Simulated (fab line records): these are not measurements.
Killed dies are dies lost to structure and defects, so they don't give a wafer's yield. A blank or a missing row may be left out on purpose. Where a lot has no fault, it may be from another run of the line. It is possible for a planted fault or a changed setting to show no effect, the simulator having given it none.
fab line records	flow rit_cmos
[record] lots = 5	wafers = 15	last_day = 8
route steps=202 shown PWELL@48 WELLDRIVE@50 NWELL@51 NRETRO@53 PRETRO@64 GATE@75 FOX2@80
lots that met no fault: taken from a fault-free run of the same line
start_h: start of the lot's first displayed wafer, in hours after the record's first day	wait_h: hours since the lot's step before	" same as the row above	L1.1+2: one row covering several wafers at once	- no value present, or no start provided	* or withheld: withheld	< > ~ a bound
route shown NAME@n: a module of which the file shows steps, and the number in the route of the first	usual: mean/standard deviation of fault-free wafers	same: alike in all rows	chamber/n: place in a boat	sites: readings site by site	_std_site: standard deviation of those values	_edge_site: the outer-site mean with the inner-site mean subtracted	radius_mm: how far each site lies from the wafer's centre	mask NAME#n: copy n	behind: the last tool/chamber to shape the wafer	hold: why the lot went on hold/how many hours it stayed there/how the hold came to an end	device: the transistor (n, p or np) that didn't switch	end of line: at the end of the route, the tests of the same wafers	for a step that has no rows: nothing shown but its recipe	killed: at the first sort, the dies lost to defects and structure; wafer yield is something else	map: the dies of a wafer, with x for killed, . for not killed, _ for no die there
set.NAME: the setting the step ran with; set.NAME@STEP: the setting that earlier step ran with	model.NAME: the simulator's own value behind a step, which no gauge read
a table for each step, a row for each wafer; lots at some steps of the route
services: the hour from which a tool's chamber was out of use, counted from the record's first day as start_h (under 0 if before that day), plus the number of hours and why
[[steps]]
[step RIT_PWELL_STRIP_09]
[recipe] chemistry = O2	time_s = 180	resist = NOVOLAK	platen_temp_c = withheld	power_w = 500	pressure_mtorr = 4000	o2_flow_sccm = 4000
[usual] drypump_motor_current_A = 5.95/0.26
lot.wafer	tool	chamber	start_h	wait_h	drypump_motor_current_A	rf_hours_counter_h
L080.1	plasma_asher-03	1	58.46	0.1	5.96	29
L080.2	"	0	"	"	6.39	29
L080.6	"	0	"	"	6.41	-
L086.1	plasma_asher-03	1	87.55	0.1	5.94	32
L086.2	"	0	"	"	6.39	32
L086.6	"	0	"	"	6.36	-
L088.1	plasma_asher-04	1	97.35	0.1	5.88	47
L088.2	"	0	"	"	5.79	47
L088.5	"	0	"	"	5.79	-
L092.1	plasma_asher-02	1	118.89	0.1	5.60	44
L092.4	"	0	"	"	5.83	-
L092.5	"	1	"	"	5.61	-
L096.1	plasma_asher-04	1	141.06	0.1	5.90	2
L096.4	"	0	"	"	5.78	-
L096.5	"	0	"	"	5.79	-
[step RIT_PWELL_TW_MEAS_10]
[usual] PWELL_TW = 949/12
lot.wafer	tool	chamber	start_h	wait_h	PWELL_TW
L080.1	film_metro-01	-	58.63	0.1	933
L080.2	"	-	"	"	934
L080.6	"	-	"	"	926
L086.1	film_metro-01	-	87.72	0.1	931
L086.2	"	-	"	"	931
L086.6	"	-	"	"	933
L088.1	film_metro-03	-	97.53	0.1	959
L088.2	"	-	"	"	957
L088.5	"	-	"	"	959
L092.1	film_metro-03	-	119.07	0.1	963
L092.4	"	-	"	"	963
L092.5	"	-	"	"	967
L096.1	film_metro-03	-	141.24	0.1	972
L096.4	"	-	"	"	964
L096.5	"	-	"	"	968
[step RIT_WELLDRIVE_ANNEAL_00]
[recipe] temp_c = 1100	time_s = 14700	ambient = N2
[usual] spike_tc_centre_C = 1101.8/1.5
lot.wafer	tool	chamber	start_h	wait_h	spike_tc_centre_C
L080.1	furnace-03	0	58.69	0.1	1102.2
L080.2	"	0	"	"	1102.9
L080.6	"	0	"	"	1103.8
L086.1	furnace-01	0	87.78	0.1	1102.4
L086.2	"	0	"	"	1100.7
L086.6	"	0	"	"	1102.0
L088.1	furnace-03	0	98.55	1.0	1104.8
L088.2	"	0	"	"	1102.6
L088.5	"	0	"	"	1104.3
L092.1	furnace-04	0	120.85	1.8	1101.1
L092.4	"	0	"	"	1102.4
L092.5	"	0	"	"	1099.2
L096.1	furnace-04	0	146.12	4.9	1099.5
L096.4	"	0	"	"	1100.1
L096.5	"	0	"	"	1101.0
[step RIT_WELLDRIVE_RS_MEAS_01]
[recipe] thk_meas_gauge = four-point-probe
[usual] NWELL_RS = 275.6/0.68
lot.wafer	tool	chamber	start_h	wait_h	NWELL_RS[ohm/sq]
L080.1	film_metro-01	-	63.78	0.0	274.7
L080.2	"	-	"	"	275.7
L080.6	"	-	"	"	275.2
L086.1	film_metro-02	-	92.87	0.0	275.6
L086.2	"	-	"	"	275.8
L086.6	"	-	"	"	276.3
L088.1	film_metro-01	-	103.63	0.0	275.0
L088.2	"	-	"	"	275.4
L088.5	"	-	"	"	275.6
L092.1	film_metro-01	-	125.93	0.0	276.3
L092.4	"	-	"	"	275.4
L092.5	"	-	"	"	275.4
L096.1	film_metro-02	-	151.21	0.0	276.4
L096.4	"	-	"	"	276.0
L096.5	"	-	"	"	276.4
[step RIT_WELLDRIVE_RS_MEAS_02]
[recipe] thk_meas_gauge = four-point-probe
[usual] PWELL_RS = 430.1/1.2
lot.wafer	tool	chamber	start_h	wait_h	PWELL_RS[ohm/sq]
L080.1	film_metro-01	-	63.90	0.1	429.1
L080.2	"	-	"	"	428.5
L080.6	"	-	"	"	428.8
L086.1	film_metro-02	-	92.99	0.1	432.0
L086.2	"	-	"	"	429.7
L086.6	"	-	"	"	429.3
L088.1	film_metro-01	-	103.75	0.1	430.2
L088.2	"	-	"	"	430.3
L088.5	"	-	"	"	430.2
L092.1	film_metro-01	-	126.05	0.1	429.5
L092.4	"	-	"	"	429.5
L092.5	"	-	"	"	429.4
L096.1	film_metro-02	-	151.33	0.1	429.8
L096.4	"	-	"	"	429.5
L096.5	"	-	"	"	431.2
[step RIT_NRETRO_HMDS_00]
[recipe] prime_time_s = 60	prime_temp_c = 140
lot.wafer	tool	chamber	start_h	wait_h
L080.1+2+6	litho_track-01	0	64.37	0.5
L086.1+2+6	litho_track-01	0	93.11	0.1
L088.1+2+5	litho_track-01	0	103.99	0.2
L092.1+4+5	litho_track-04	0	126.17	0.1
L096.1+4+5	litho_track-02	0	151.45	0.1
[step RIT_NRETRO_COAT_01]
[recipe] resist = NOVOLAK	spin_rpm = 2000	resist_thk_nm = 1300
[usual] dispense_pressure_kPa = 49.9/0.68	spin_speed_rpm = 1999.8/1.6
lot.wafer	tool	chamber	start_h	wait_h	dispense_pressure_kPa	spin_speed_rpm
L080.1	litho_track-01	0	64.52	0.1	49.9	2001.1
L080.2	"	0	"	"	49.8	2002.2
L080.6	"	0	"	"	49.9	2001.1
L086.1	litho_track-01	0	93.26	0.1	49.9	1999.0
L086.2	"	0	"	"	49.8	2000.8
L086.6	"	0	"	"	49.9	2001.1
L088.1	litho_track-01	0	104.14	0.1	49.8	2000.4
L088.2	"	0	"	"	49.8	1999.7
L088.5	"	0	"	"	49.8	1997.7
L092.1	litho_track-04	0	126.32	0.1	49.4	1998.6
L092.4	"	0	"	"	49.4	1998.8
L092.5	"	0	"	"	49.5	1998.5
L096.1	litho_track-02	0	151.60	0.1	51.4	1999.6
L096.4	"	0	"	"	51.4	1999.2
L096.5	"	0	"	"	51.4	1999.7
[step RIT_NRETRO_SOFTBAKE_02]
[recipe] resist = NOVOLAK	temp_c = 90	time_s = 60
lot.wafer	tool	chamber	start_h	wait_h
L080.1+2+6	litho_track-01	0	64.67	0.1
L086.1+2+6	litho_track-01	0	93.41	0.1
L088.1+2+5	litho_track-01	0	104.29	0.1
L092.1+4+5	litho_track-04	0	126.47	0.1
L096.1+4+5	litho_track-02	0	151.75	0.1
[step RIT_NRETRO_EXPOSE_03]
[recipe] mask_id = M4	na = 0.57	target_cd_nm = 43900	dose_mj = 250
lot.wafer	tool	chamber	start_h	wait_h	mask
L080.1+2+6	iline_stepper-02	0	64.97	0.3	M4#0
L086.1+2+6	iline_stepper-01	0	93.68	0.2	M4#0
L088.1+2+5	iline_stepper-01	0	104.44	0.1	M4#0
L092.1+4+5	iline_stepper-01	0	126.62	0.1	M4#0
L096.1+4+5	iline_stepper-02	0	152.02	0.2	M4#0
[step RIT_NRETRO_PEB_04]
[recipe] resist = NOVOLAK	temp_c = withheld	time_s = withheld
lot.wafer	tool	chamber	start_h	wait_h
L080.1+2+6	litho_track-01	0	65.10	0.1
L086.1+2+6	litho_track-01	0	93.80	0.1
L088.1+2+5	litho_track-01	0	104.56	0.1
L092.1+4+5	litho_track-02	0	126.74	0.1
L096.1+4+5	litho_track-04	0	152.14	0.1
[step RIT_NRETRO_DEVELOP_05]
[recipe] resist = NOVOLAK	develop_time_s = 68	dev_temp_c = 23
lot.wafer	tool	chamber	start_h	wait_h
L080.1+2+6	litho_track-01	0	-	-
L086.1+2+6	litho_track-01	0	-	-
L088.1+2+5	litho_track-01	0	-	-
L092.1+4+5	litho_track-02	0	-	-
L096.1+4+5	litho_track-04	0	-	-
[step RIT_NRETRO_OVL_MEAS_06]
[usual] NRETRO_OVL = 0.6/1.4
lot.wafer	tool	chamber	start_h	wait_h	NRETRO_OVL[nm]
L080.1	overlay-01	-	65.41	-	-0.3
L080.2	"	-	"	"	1.3
L080.6	"	-	"	"	1.0
L086.1	overlay-01	-	94.11	-	-1.1
L086.2	"	-	"	"	1.5
L086.6	"	-	"	"	2.2
L088.1	overlay-02	-	104.87	-	0.0
L088.2	"	-	"	"	-0.8
L088.5	"	-	"	"	-2.1
L092.1	overlay-01	-	127.05	-	0.2
L092.4	"	-	"	"	-0.7
L092.5	"	-	"	"	-1.3
L096.1	overlay-02	-	152.45	-	2.5
L096.4	"	-	"	"	1.4
L096.5	"	-	"	"	2.8
[step RIT_NRETRO_HARDBAKE_07]
[recipe] resist = NOVOLAK	temp_c = 140	time_s = 120
lot.wafer	tool	chamber	start_h	wait_h
L080.1+2+6	litho_track-01	0	65.45	0.0
L086.1+2+6	litho_track-04	0	94.15	0.0
L088.1+2+5	litho_track-04	0	104.91	0.0
L092.1+4+5	litho_track-01	0	127.09	0.0
L096.1+4+5	litho_track-02	0	152.49	0.0
[step RIT_NRETRO_IMPLANT_08]
[recipe] species = P	energy_kev = 70	dose_cm2 = 1e+13	tilt_deg = 7
[usual] tilt_deg = 7.000/0.02
lot.wafer	tool	chamber	start_h	wait_h	tilt_deg
L080.1	implanter-04	0	65.70	0.2	6.989
L080.2	"	0	"	"	7.000
L080.6	"	0	"	"	6.992
L086.1	implanter-04	0	94.40	0.2	7.007
L086.2	"	0	"	"	7.009
L086.6	"	0	"	"	7.049
L088.1	implanter-03	0	105.16	0.2	7.018
L088.2	"	0	"	"	7.004
L088.5	"	0	"	"	7.006
L092.1	implanter-02	0	127.34	0.2	6.973
L092.4	"	0	"	"	6.973
L092.5	"	0	"	"	6.987
L096.1	implanter-03	0	152.74	0.2	6.987
L096.4	"	0	"	"	7.030
L096.5	"	0	"	"	7.011
[step RIT_NRETRO_STRIP_09]
[recipe] chemistry = O2	time_s = 180	resist = NOVOLAK	platen_temp_c = withheld	power_w = 500	pressure_mtorr = 4000	o2_flow_sccm = 4000
[usual] drypump_motor_current_A = 5.7/0.54
lot.wafer	tool	chamber	start_h	wait_h	drypump_motor_current_A	rf_hours_counter_h
L080.1	plasma_asher-02	1	65.85	0.1	5.6	40
L080.2	"	0	"	"	5.8	40
L080.6	"	0	"	"	5.8	-
L086.1	plasma_asher-01	0	94.55	0.1	4.8	42
L086.2	"	1	"	"	6.0	42
L086.6	"	0	"	"	4.8	-
L088.1	plasma_asher-02	0	105.31	0.1	5.8	43
L088.2	"	1	"	"	5.6	43
L088.5	"	1	"	"	5.5	-
L092.1	plasma_asher-02	1	127.49	0.1	5.6	45
L092.4	"	0	"	"	5.8	-
L092.5	"	1	"	"	5.6	-
L096.1	plasma_asher-03	0	152.89	0.1	6.4	38
L096.4	"	1	"	"	5.9	-
L096.5	"	0	"	"	6.4	-
[step RIT_NRETRO_TW_MEAS_10]
[usual] NRETRO_TW = 1054/8.1
lot.wafer	tool	chamber	start_h	wait_h	NRETRO_TW
L080.1	film_metro-04	-	66.03	0.1	1047
L080.2	"	-	"	"	1048
L080.6	"	-	"	"	1050
L086.1	film_metro-04	-	94.72	0.1	1047
L086.2	"	-	"	"	1047
L086.6	"	-	"	"	1053
L088.1	film_metro-02	-	105.48	0.1	1050
L088.2	"	-	"	"	1055
L088.5	"	-	"	"	1052
L092.1	film_metro-02	-	127.66	0.1	1057
L092.4	"	-	"	"	1052
L092.5	"	-	"	"	1059
L096.1	film_metro-04	-	153.06	0.1	1045
L096.4	"	-	"	"	1050
L096.5	"	-	"	"	1039
[step RIT_PRETRO_HMDS_00]
[recipe] prime_time_s = 60	prime_temp_c = 140
lot.wafer	tool	chamber	start_h	wait_h
L080.1+2+6	litho_track-03	0	66.09	0.1
L086.1+2+6	litho_track-04	0	94.85	0.1
L088.1+2+5	litho_track-01	0	105.54	0.1
L092.1+4+5	litho_track-01	0	127.72	0.1
L096.1+4+5	litho_track-04	0	153.12	0.1
[step RIT_PRETRO_COAT_01]
[recipe] resist = NOVOLAK	spin_rpm = 2000	resist_thk_nm = 1300
[usual] dispense_pressure_kPa = 49.80/0.29	spin_speed_rpm = 1999.7/1.4
lot.wafer	tool	chamber	start_h	wait_h	dispense_pressure_kPa	spin_speed_rpm
L080.1	litho_track-03	0	66.24	0.1	50.07	1999.2
L080.2	"	0	"	"	50.10	2000.1
L080.6	"	0	"	"	50.07	1997.8
L086.1	litho_track-04	0	95.00	0.1	49.44	2000.0
L086.2	"	0	"	"	49.42	1999.2
L086.6	"	0	"	"	49.47	2001.6
L088.1	litho_track-01	0	105.69	0.1	49.79	1998.3
L088.2	"	0	"	"	49.83	2000.5
L088.5	"	0	"	"	49.82	1999.8
L092.1	litho_track-01	0	127.87	0.1	49.80	1999.1
L092.4	"	0	"	"	49.80	2000.2
L092.5	"	0	"	"	49.76	1998.3
L096.1	litho_track-04	0	153.27	0.1	49.37	1998.8
L096.4	"	0	"	"	49.42	1999.8
L096.5	"	0	"	"	49.38	1997.5
[step RIT_PRETRO_SOFTBAKE_02]
[recipe] resist = NOVOLAK	temp_c = 90	time_s = 60
lot.wafer	tool	chamber	start_h	wait_h
L080.1+2+6	litho_track-03	0	66.39	0.1
L086.1+2+6	litho_track-04	0	95.15	0.1
L088.1+2+5	litho_track-01	0	105.84	0.1
L092.1+4+5	litho_track-01	0	128.02	0.1
L096.1+4+5	litho_track-04	0	153.42	0.1
[step RIT_PRETRO_EXPOSE_03]
[recipe] mask_id = M5	na = 0.57	target_cd_nm = 43700	dose_mj = 250
lot.wafer	tool	chamber	start_h	wait_h	mask
L080.1+2+6	iline_stepper-02	0	66.66	0.2	M5#0
L086.1+2+6	iline_stepper-01	0	95.42	0.2	M5#0
L088.1+2+5	iline_stepper-01	0	105.99	0.1	M5#0
L092.1+4+5	iline_stepper-01	0	128.17	0.1	M5#0
L096.1+4+5	iline_stepper-01	0	153.57	0.1	M5#0
[step RIT_PRETRO_PEB_04]
[recipe] resist = NOVOLAK	temp_c = withheld	time_s = withheld
lot.wafer	tool	chamber	start_h	wait_h
L080.1+2+6	litho_track-03	0	66.78	0.1
L086.1+2+6	litho_track-01	0	95.54	0.1
L088.1+2+5	litho_track-03	0	106.11	0.1
L092.1+4+5	litho_track-01	0	128.29	0.1
L096.1+4+5	litho_track-01	0	153.69	0.1
[step RIT_PRETRO_DEVELOP_05]
[recipe] resist = NOVOLAK	develop_time_s = 68	dev_temp_c = 23
lot.wafer	tool	chamber	start_h	wait_h
L080.1+2+6	litho_track-03	0	-	-
L086.1+2+6	litho_track-01	0	-	-
L088.1+2+5	litho_track-03	0	-	-
L092.1+4+5	litho_track-01	0	-	-
L096.1+4+5	litho_track-01	0	-	-
[step RIT_PRETRO_OVL_MEAS_06]
[usual] PRETRO_OVL = -0.4/1.6
lot.wafer	tool	chamber	start_h	wait_h	PRETRO_OVL[nm]
L080.1	overlay-01	-	67.09	-	-0.7
L080.2	"	-	"	"	-0.1
L080.6	"	-	"	"	0.8
L086.1	overlay-02	-	95.85	-	0.2
L086.2	"	-	"	"	-0.3
L086.6	"	-	"	"	2.1
L088.1	overlay-02	-	106.42	-	-1.4
L088.2	"	-	"	"	-1.4
L088.5	"	-	"	"	-0.3
L092.1	overlay-02	-	128.60	-	-1.9
L092.4	"	-	"	"	-1.5
L092.5	"	-	"	"	-1.7
L096.1	overlay-02	-	154.00	-	-1.1
L096.4	"	-	"	"	-2.3
L096.5	"	-	"	"	-2.4
[step RIT_PRETRO_HARDBAKE_07]
[recipe] resist = NOVOLAK	temp_c = 140	time_s = 120
lot.wafer	tool	chamber	start_h	wait_h
L080.1+2+6	litho_track-01	0	67.13	0.0
L086.1+2+6	litho_track-03	0	95.89	0.0
L088.1+2+5	litho_track-03	0	106.46	0.0
L092.1+4+5	litho_track-04	0	128.64	0.0
L096.1+4+5	litho_track-03	0	154.04	0.0
[step RIT_PRETRO_IMPLANT_08]
[recipe] species = B	energy_kev = 45	dose_cm2 = 1.2e+13	tilt_deg = 7
[usual] tilt_deg = 6.997/0.018
lot.wafer	tool	chamber	start_h	wait_h	tilt_deg
L080.1	implanter-03	0	67.38	0.2	6.998
L080.2	"	0	"	"	6.976
L080.6	"	0	"	"	6.995
L086.1	implanter-03	0	96.14	0.2	6.995
L086.2	"	0	"	"	7.004
L086.6	"	0	"	"	7.013
L088.1	implanter-01	0	106.71	0.2	6.959
L088.2	"	0	"	"	6.981
L088.5	"	0	"	"	6.956
L092.1	implanter-03	0	128.89	0.2	7.001
L092.4	"	0	"	"	7.019
L092.5	"	0	"	"	7.002
L096.1	implanter-01	0	154.29	0.2	6.985
L096.4	"	0	"	"	7.022
L096.5	"	0	"	"	7.002
[step RIT_PRETRO_STRIP_09]
[recipe] chemistry = O2	time_s = 180	resist = NOVOLAK	platen_temp_c = withheld	power_w = 500	pressure_mtorr = 4000	o2_flow_sccm = 4000
[usual] drypump_motor_current_A = 5.6/0.46
lot.wafer	tool	chamber	start_h	wait_h	drypump_motor_current_A	rf_hours_counter_h
L080.1	plasma_asher-04	1	67.53	0.1	5.9	43
L080.2	"	0	"	"	5.8	43
L080.6	"	0	"	"	5.8	-
L086.1	plasma_asher-04	0	96.29	0.1	5.8	47
L086.2	"	1	"	"	5.9	47
L086.6	"	1	"	"	5.9	-
L088.1	plasma_asher-04	0	106.86	0.1	5.8	48
L088.2	"	1	"	"	5.9	48
L088.5	"	0	"	"	5.8	-
L092.1	plasma_asher-02	1	129.04	0.1	5.6	45
L092.4	"	1	"	"	5.6	-
L092.5	"	0	"	"	5.8	-
L096.1	plasma_asher-01	0	154.44	0.1	4.7	48
L096.4	"	1	"	"	6.0	-
L096.5	"	1	"	"	6.0	-
[step RIT_PRETRO_TW_MEAS_10]
[usual] PRETRO_TW = 471/4.5
lot.wafer	tool	chamber	start_h	wait_h	PRETRO_TW
L080.1	film_metro-01	-	67.70	0.1	466
L080.2	"	-	"	"	466
L080.6	"	-	"	"	465
L086.1	film_metro-01	-	96.46	0.1	467
L086.2	"	-	"	"	466
L086.6	"	-	"	"	467
L088.1	film_metro-02	-	107.03	0.1	473
L088.2	"	-	"	"	476
L088.5	"	-	"	"	478
L092.1	film_metro-02	-	129.22	0.1	475
L092.4	"	-	"	"	477
L092.5	"	-	"	"	478
L096.1	film_metro-01	-	154.61	0.1	468
L096.4	"	-	"	"	465
L096.5	"	-	"	"	463
[step RIT_GATE_WET_ETCH_00]
[recipe] chemistry = BOE	target = SiO2	target_depth_nm = 56	time_s = 60	dry = n2_spin	dilution = 10:1	temp_c = 21.5
lot.wafer	tool	chamber	start_h	wait_h
L080.1+2+6	wet_bench-02	1	67.76	0.1
L086.1+2+6	wet_bench-02	3	96.52	0.1
L088.1+2+5	wet_bench-04	3	107.09	0.1
L092.1+4+5	wet_bench-03	3	129.28	0.1
L096.1+4+5	wet_bench-03	0	154.67	0.1
[step RIT_GATE_CLEAN_01]
[recipe] chemistry = SC1	mix = 3:3:50	time_s = 600	temp_c = 75
lot.wafer	tool	chamber	start_h	wait_h
L080.1+2+6	wet_bench-03	0	67.79	0.0
L086.1+2+6	wet_bench-04	3	96.55	0.0
L088.1+2+5	wet_bench-03	0	107.12	0.0
L092.1+4+5	wet_bench-02	1	129.30	0.0
L096.1+4+5	wet_bench-04	1	154.70	0.0
[step RIT_GATE_CLEAN_02]
[recipe] chemistry = dHF	dilution = 50:1	time_s = 30
lot.wafer	tool	chamber	start_h	wait_h
L080.1+2+6	wet_bench-04	0	67.96	0.0
L086.1+2+6	wet_bench-03	2	96.74	0.0
L088.1+2+5	wet_bench-04	2	107.31	0.0
L092.1+4+5	wet_bench-04	3	129.48	0.0
L096.1+4+5	wet_bench-03	3	154.89	0.0
[step RIT_GATE_CLEAN_03]
[recipe] chemistry = SC2	mix = 3:3:50	time_s = 600	temp_c = 75	dry = n2_spin
lot.wafer	tool	chamber	start_h	wait_h
L080.1+2+6	wet_bench-02	3	67.98	0.0
L086.1+2+6	wet_bench-02	0	96.76	0.0
L088.1+2+5	wet_bench-02	0	107.33	0.0
L092.1+4+5	wet_bench-03	3	129.50	0.0
L096.1+4+5	wet_bench-04	3	154.91	0.0
[step RIT_GATE_CLEAN_04]
[recipe] chemistry = dHF	dilution = 50:1	time_s = 60	dry = n2_spin
lot.wafer	tool	chamber	start_h	wait_h
L080.1+2+6	wet_bench-03	0	68.15	0.0
L086.1+2+6	wet_bench-04	3	96.93	0.0
L088.1+2+5	wet_bench-03	1	107.51	0.0
L092.1+4+5	wet_bench-02	1	129.69	0.0
L096.1+4+5	wet_bench-03	2	155.11	0.0
[step RIT_FOX2_THK_MEAS_91]
[recipe] reads = SiO2_of_FOX2_OXIDATION_00
[usual] FIELD_OXIDE_LEFT_2_THK = 255/6.8
lot.wafer	tool	chamber	start_h	wait_h	FIELD_OXIDE_LEFT_2_THK[nm]
L080.1	film_metro-01	-	68.18	0.0	253
L080.2	"	-	"	"	250
L080.6	"	-	"	"	249
L086.1	film_metro-04	-	96.96	0.0	261
L086.2	"	-	"	"	264
L086.6	"	-	"	"	266
L088.1	film_metro-04	-	107.53	0.0	264
L088.2	"	-	"	"	259
L088.5	"	-	"	"	262
L092.1	film_metro-04	-	129.71	0.0	261
L092.4	"	-	"	"	258
L092.5	"	-	"	"	259
L096.1	film_metro-04	-	155.14	0.0	260
L096.4	"	-	"	"	269
L096.5	"	-	"	"	259
[step RIT_GATE_OXIDATION_05]
[recipe] temp_c = 900	ambient = O2	target_thk_a = 30	ox_time_s = 270
[usual] spike_tc_centre_C = 902.1/1.4
lot.wafer	tool	chamber	start_h	wait_h	spike_tc_centre_C
L080.1	furnace-01	0	69.65	1.5	903.4
L080.2	"	0	"	"	902.3
L080.6	"	0	"	"	901.9
L086.1	furnace-04	0	97.83	0.9	900.8
L086.2	"	0	"	"	900.4
L086.6	"	0	"	"	901.4
L088.1	furnace-04	0	109.78	2.2	901.9
L088.2	"	0	"	"	899.5
L088.5	"	0	"	"	900.8
L092.1	furnace-04	0	133.57	3.8	900.9
L092.4	"	0	"	"	899.6
L092.5	"	0	"	"	901.1
L096.1	furnace-04	0	158.22	3.1	899.4
L096.4	"	0	"	"	903.5
L096.5	"	0	"	"	899.8
[step RIT_GATE_ANNEAL_06]
[recipe] temp_c = 900	time_s = 600	ambient = N2O
[usual] spike_tc_centre_C = 902.1/1.4
lot.wafer	tool	chamber	start_h	wait_h	spike_tc_centre_C
L080.1	furnace-03	0	71.49	0.8	901.6
L080.2	"	0	"	"	904.7
L080.6	"	0	"	"	903.4
L086.1	furnace-04	0	98.90	0.0	901.5
L086.2	"	0	"	"	899.9
L086.6	"	0	"	"	899.7
L088.1	furnace-04	0	113.40	2.5	901.5
L088.2	"	0	"	"	900.5
L088.5	"	0	"	"	899.7
L092.1	furnace-01	0	138.25	3.6	902.0
L092.4	"	0	"	"	902.8
L092.5	"	0	"	"	900.8
L096.1	furnace-01	0	161.17	1.9	902.8
L096.4	"	0	"	"	903.2
L096.5	"	0	"	"	903.8
[step RIT_GATE_THK_MEAS_07]
[recipe] reads = SiO2_of_GATE_OXIDATION_05
[usual] GATE_OXIDE_THK = 3.01/0.063
lot.wafer	tool	chamber	start_h	wait_h	GATE_OXIDE_THK[nm]
L080.1	film_metro-04	-	71.74	0.0	3.07
L080.2	"	-	"	"	2.98
L080.6	"	-	"	"	2.99
L086.1	film_metro-04	-	99.15	0.0	2.92
L086.2	"	-	"	"	2.95
L086.6	"	-	"	"	2.87
L088.1	film_metro-04	-	113.65	0.0	2.99
L088.2	"	-	"	"	3.11
L088.5	"	-	"	"	3.09
L092.1	film_metro-01	-	138.50	0.0	2.89
L092.4	"	-	"	"	3.00
L092.5	"	-	"	"	2.98
L096.1	film_metro-04	-	161.42	0.0	2.94
L096.4	"	-	"	"	2.92
L096.5	"	-	"	"	3.03
[step RIT_GATE_CVD_08]
[recipe] material = poly-Si	target_thk_nm = 250	temp_c = 610	precursor = SiH4	time_s = 2220	pressure_mtorr = 300	sih4_flow_sccm = 100
[usual] spike_tc_centre_C = 611.9/1.4
lot.wafer	tool	chamber	start_h	wait_h	spike_tc_centre_C
L080.1	lpcvd-02	1	71.80	0.1	612.4
L080.2	"	1	"	"	611.8
L080.6	"	1	"	"	613.0
L086.1	lpcvd-02	0	99.21	0.1	612.7
L086.2	"	0	"	"	612.8
L086.6	"	0	"	"	611.7
L088.1	lpcvd-01	1	113.71	0.1	610.2
L088.2	"	1	"	"	611.5
L088.5	"	1	"	"	611.6
L092.1	lpcvd-01	1	138.56	0.1	611.4
L092.4	"	1	"	"	612.0
L092.5	"	1	"	"	612.5
L096.1	lpcvd-02	0	161.48	0.1	612.1
L096.4	"	0	"	"	611.3
L096.5	"	0	"	"	611.4
[step RIT_GATE_THK_MEAS_09]
[recipe] reads = poly-Si_of_GATE_CVD_08
[usual] GATE_POLY_THK = 249.8/2.5
lot.wafer	tool	chamber	start_h	wait_h	GATE_POLY_THK[nm]
L080.1	film_metro-03	-	73.41	0.0	252.6
L080.2	"	-	"	"	253.0
L080.6	"	-	"	"	251.2
L086.1	film_metro-01	-	100.83	0.0	248.4
L086.2	"	-	"	"	249.7
L086.6	"	-	"	"	249.7
L088.1	film_metro-01	-	115.33	0.0	248.6
L088.2	"	-	"	"	245.5
L088.5	"	-	"	"	246.4
L092.1	film_metro-01	-	140.18	0.0	246.4
L092.4	"	-	"	"	248.2
L092.5	"	-	"	"	245.0
L096.1	film_metro-03	-	163.10	0.0	251.1
L096.4	"	-	"	"	247.9
L096.5	"	-	"	"	250.2
[step RIT_GATE_HMDS_10]
[recipe] prime_time_s = 60	prime_temp_c = 140
lot.wafer	tool	chamber	start_h	wait_h
L080.1+2+6	litho_track-03	0	73.47	0.1
L086.1+2+6	litho_track-04	0	100.89	0.1
L088.1+2+5	litho_track-02	0	115.39	0.1
L092.1+4+5	litho_track-03	0	140.24	0.1
L096.1+4+5	litho_track-02	0	163.16	0.1
[step RIT_GATE_COAT_11]
[recipe] resist = NOVOLAK	spin_rpm = 4250	resist_thk_nm = 850
[usual] dispense_pressure_kPa = 50.3/0.76	spin_speed_rpm = 4250/3.3
lot.wafer	tool	chamber	start_h	wait_h	dispense_pressure_kPa	spin_speed_rpm
L080.1	litho_track-03	0	73.62	0.1	50.1	4249
L080.2	"	0	"	"	50.1	4253
L080.6	"	0	"	"	50.0	4250
L086.1	litho_track-04	0	101.04	0.1	49.4	4252
L086.2	"	0	"	"	49.4	4255
L086.6	"	0	"	"	49.4	4247
L088.1	litho_track-02	0	115.54	0.1	51.3	4254
L088.2	"	0	"	"	51.4	4251
L088.5	"	0	"	"	51.4	4252
L092.1	litho_track-03	0	140.39	0.1	50.1	4250
L092.4	"	0	"	"	50.0	4252
L092.5	"	0	"	"	50.0	4256
L096.1	litho_track-02	0	163.31	0.1	51.4	4246
L096.4	"	0	"	"	51.4	4250
L096.5	"	0	"	"	51.4	4248
[step RIT_GATE_SOFTBAKE_12]
[recipe] resist = NOVOLAK	temp_c = 90	time_s = 60
lot.wafer	tool	chamber	start_h	wait_h
L080.1+2+6	litho_track-03	0	73.77	0.1
L086.1+2+6	litho_track-04	0	101.19	0.1
L088.1+2+5	litho_track-02	0	115.69	0.1
L092.1+4+5	litho_track-03	0	140.54	0.1
L096.1+4+5	litho_track-02	0	163.46	0.1
[[services]]
tool	chamber	start_h	hours	kind
lpcvd-02	-	40.12	2.8	pm
iline_stepper-02	-	47.79	4.4	pm
implanter-01	-	70.07	1.7	repair
lpcvd-01	-	82.21	2.8	pm
plasma_asher-02	-	83.87	14.6	pm
implanter-04	-	87.31	2.3	repair
plasma_asher-01	-	103.33	0.4	repair
furnace-03	-	106.18	60.7	pm
implanter-03	-	108.03	3.6	pm
plasma_asher-04	-	108.75	9.0	pm
plasma_asher-04	0	108.75	9.0	vent_cycle
plasma_asher-04	1	108.75	9.0	vent_cycle
iline_stepper-02	-	115.35	7.2	repair
plasma_asher-04	0	117.75	-	clean
plasma_asher-04	1	117.75	-	clean
iline_stepper-02	-	122.57	1.7	pm
plasma_asher-04	-	146.74	1.6	repair
[[key]]
fault none
